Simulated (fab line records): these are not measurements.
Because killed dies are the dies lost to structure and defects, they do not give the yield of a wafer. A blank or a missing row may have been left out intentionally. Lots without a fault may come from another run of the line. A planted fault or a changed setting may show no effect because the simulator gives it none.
Which tool did it?    flow berkeley cmos170    7 lots, 21 wafers sampled, at 2 steps of a route of 331

WHAT EACH GAUGE READ, for each wafer
UCB170_SDANNEAL_RS_MEAS_04: uses a four-point probe to measure.
lot   measured      on             PLDD_RS (ohm/sq)
L992  day 8 23:26   film metro-04  1033 1033 1035
L997  day 9 16:31   film metro-01  1040 1037 1039
L995  day 9 17:05   film metro-02  1030 1032 1031
L998  day 10 07:06  film metro-02  1027 1025 1027
L103  day 11 06:00  film metro-02  1036 1032 1036
L109  day 12 16:34  film metro-04  1033 1031 1034
L111  day 12 16:56  film metro-02  953 949 950

WHAT TOOL EACH LOT RAN ON (gives the tool, then ch and the chambers of the sampled wafers, and finally the start)
lot   UCB170_PLDD_IMPLANT_08
L992  implanter-02 ch 0, day 8 07:07
L997  implanter-04 ch 0, day 8 23:49
L995  implanter-03 ch 0, day 9 00:03
L998  implanter-04 ch 0, day 9 15:49
L103  implanter-03 ch 0, day 10 15:32
L109  implanter-03 ch 0, day 11 20:33
L111  implanter-02 ch 0, day 12 01:16
- UCB170_PLDD_IMPLANT_08

THE ANSWER, worked out from the rows above alone
Rule: the usual values come from the lots themselves. Put in order of their means at a reading, lots are off if they are a third of the lots or fewer, leave a main group of 4 or more, and stand apart from it by a gap of 3 or more times the standard deviation of the main group's means; of several such gaps the widest counts. The tables above print the reading to a certain number of digits; a main group whose means all agree to those digits is not used. Also off: a lot with no number at a reading for which 4 or more lots have one. Where the step has rows for the other lots, those lots are counted as sound.
Off: L111, seen at UCB170_SDANNEAL_RS_MEAS_04 (PLDD_RS). The main group has a mean of 1033 ohm/sq with a standard deviation of 3.7.
A tool fits if, at a process step before that reading, it ran every lot that is off, and no sound lot after the first of them. Those tools and the gauges at UCB170_SDANNEAL_RS_MEAS_04 are tried in the same way. Undecided on this evidence; 2 tools fit (implanter-02 at UCB170_PLDD_IMPLANT_08, film metro-02 at UCB170_SDANNEAL_RS_MEAS_04).

WHAT THE SIMULATOR HAD PUT IN
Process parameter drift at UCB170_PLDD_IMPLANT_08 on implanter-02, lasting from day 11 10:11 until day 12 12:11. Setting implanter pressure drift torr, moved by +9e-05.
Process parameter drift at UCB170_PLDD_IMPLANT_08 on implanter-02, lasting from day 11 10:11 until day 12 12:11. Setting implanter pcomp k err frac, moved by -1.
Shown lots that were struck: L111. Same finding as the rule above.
